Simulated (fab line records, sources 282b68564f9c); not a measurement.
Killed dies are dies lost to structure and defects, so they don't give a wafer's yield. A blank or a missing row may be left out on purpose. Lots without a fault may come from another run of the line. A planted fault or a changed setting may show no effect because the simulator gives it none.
A struck lot beside a sound one | flow rit_cmos | 18 steps out of a route of 202
Sound: wafers L192.2, L192.5, L192.6. Struck: wafer L209.1. (L209.2, L209.3 of the same lot were not struck and are left out.) The cause comes at the end.
At each step with rows: each side's tool, then ch and its chambers, then its first start. Under that, the readings that differ: sound wafers | struck wafers | difference of the means | sigmas: that difference in standard deviations of wafers without a fault.
alike: readings whose means differ by less than 2 such deviations, and words and numbers that are the same on both sides. not compared: withheld readings, readings that some wafer has no value for, bounds like >300 that may hide the same value, and numbers for which the record gives no deviation and whose values overlap.
The two part at a step that has a row with sigmas, a row that says differs or no value, or rows on one side only. Numbers that don't overlap but have no deviation are shown without sigmas and don't part them. A reading that every wafer of one side lacks parts them only if that side has two wafers or more.

RIT_M1_SPUTTER_00: material Al, target thk 400 nm, time 500 s.
  sound on pvd_sputter-02, day 3 19:49; struck on pvd_sputter-04, day 7 09:06
  reading                  | sound                | struck | difference | sigmas
  chamber_pressure_pa (Pa) | 0.4004 0.4002 0.3998 | 0.4020 | +0.0019    | +2
  alike: throttle_valve_pct
RIT_M1_RS_MEAS_01: measures by four-point-probe.
  sound on film_metro-04, day 3 20:08; struck on film_metro-04, day 7 09:24
  alike: M1_AL_RS
RIT_M1_THK_MEAS_02: measures by xrf.
  sound on film_metro-04, day 3 20:14; struck on film_metro-04, day 7 09:31
  alike: M1_AL_THK
then, 6 steps without rows for these wafers: RIT_M1_HMDS_03 (prime time 60 s); RIT_M1_COAT_04 (resist thk 1300 nm); RIT_M1_SOFTBAKE_05 (time 60 s); RIT_M1_EXPOSE_06 (exposes mask M12, target cd 2600 nm); RIT_M1_PEB_07; RIT_M1_DEVELOP_08 (develop time 68.94 s).
RIT_M1_CD_MEAS_09: target cd 2600 nm.
  sound on cd_sem-02, day 3 21:22; struck on cd_sem-02, day 7 10:35
  alike: cd_nm
RIT_M1_OVL_MEAS_10:
  sound on overlay-01, day 3 21:29; struck on overlay-02, day 7 10:42
  alike: M1_OVL
then, 1 step without rows for these wafers: RIT_M1_HARDBAKE_11 (time 120 s).
RIT_M1_METAL_ETCH_12: etches Al in Cl2/BCl3, stops on SiO2, time 165 s, target depth 600 nm.
  sound on rie_metal-01 ch 0,1, day 3 21:46; struck on rie_metal-02 ch 1, day 7 10:59
  reading                                  | sound             | struck | difference | sigmas
  oes_product_au (a.u.)                    | 0.806 0.776 0.799 | 0.993  | +0.199     | +15
  run_length_s (s)                         | 192.7 193.3 192.8 | 152.2  | -40.7      | -99 or more
  model.NOVOLAK_of_M1_COAT_04.thk_nm (nm)  | 807.9 812 808.3   | 894.6  | +85.2      |
  model.SiO2_of_CONTACT_CVD_00.thk_nm (nm) | 365 367 370.2     | 372.9  | +5.5       |
  model.M1.feature_depth_nm (nm)           | 433.7 431.4 429.9 | 426.2  | -5.5       |
  alike: drypump_motor_current_A, throttle_valve_pct
  not compared: rf_hours_counter_h
then, 1 step without rows for these wafers: RIT_M1_STRIP_13 (strips in nmp, time 600 s).
RIT_M1_STRIP_14: strips in O2, time 184.4 s.
  sound on plasma_asher-02 ch 0,1, day 3 22:07; struck on plasma_asher-03 ch 1, day 7 11:20
  alike: drypump_motor_current_A
  not compared: rf_hours_counter_h
RIT_M1_CD_MEAS_90: target cd 2600 nm.
  sound on cd_sem-01, day 3 22:19; struck on cd_sem-02, day 7 11:30
  reading    | sound                | struck | difference | sigmas
  cd_nm (nm) | 2602.2 2602.2 2598.9 | 2612.4 | +11.3      | +4
then, 1 step without rows for these wafers: RIT_M1_ANNEAL_15 (time 1800 s).
RIT_M1_PROBE_99:
  sound on prober-01, day 4 00:05; struck on prober-02, day 7 13:29
  reading                                        | sound                     | struck    | difference | sigmas
  model.etest.tester.sort_n_pass                 | 256 254 256               | 0         | -255       |
  model.etest.tester.sort_yield_pct (%)          | 96.97 96.21 96.97         | 0         | -97        |
  model.etest.m1_comb_over_steps.leak_log10_a_um | -12.77 -12.73 -12.69      | -7.781    | +4.949     |
  model.etest.ring.quiet_log10_a (angstrom)      | -7.947 -7.686 -7.77       | -5.788    | +2.013     |
  model.etest.antenna_m1.vt_shift_v (V)          | -0.01076 -0.01172 -0.0138 | -0.003669 | +0.008424  |
  alike: defect_limited_yield, killed_at_M0_to_M3, killed_at_contacts, killed_at_front_end, killed_dies, killed_open, killed_short

WHERE THEY PART
First at RIT_M1_SPUTTER_00; last, within this record, at RIT_M1_CD_MEAS_90. Later steps at which nothing parts them and some readings are alike: RIT_M1_PROBE_99.

WHY: what the simulator had put in
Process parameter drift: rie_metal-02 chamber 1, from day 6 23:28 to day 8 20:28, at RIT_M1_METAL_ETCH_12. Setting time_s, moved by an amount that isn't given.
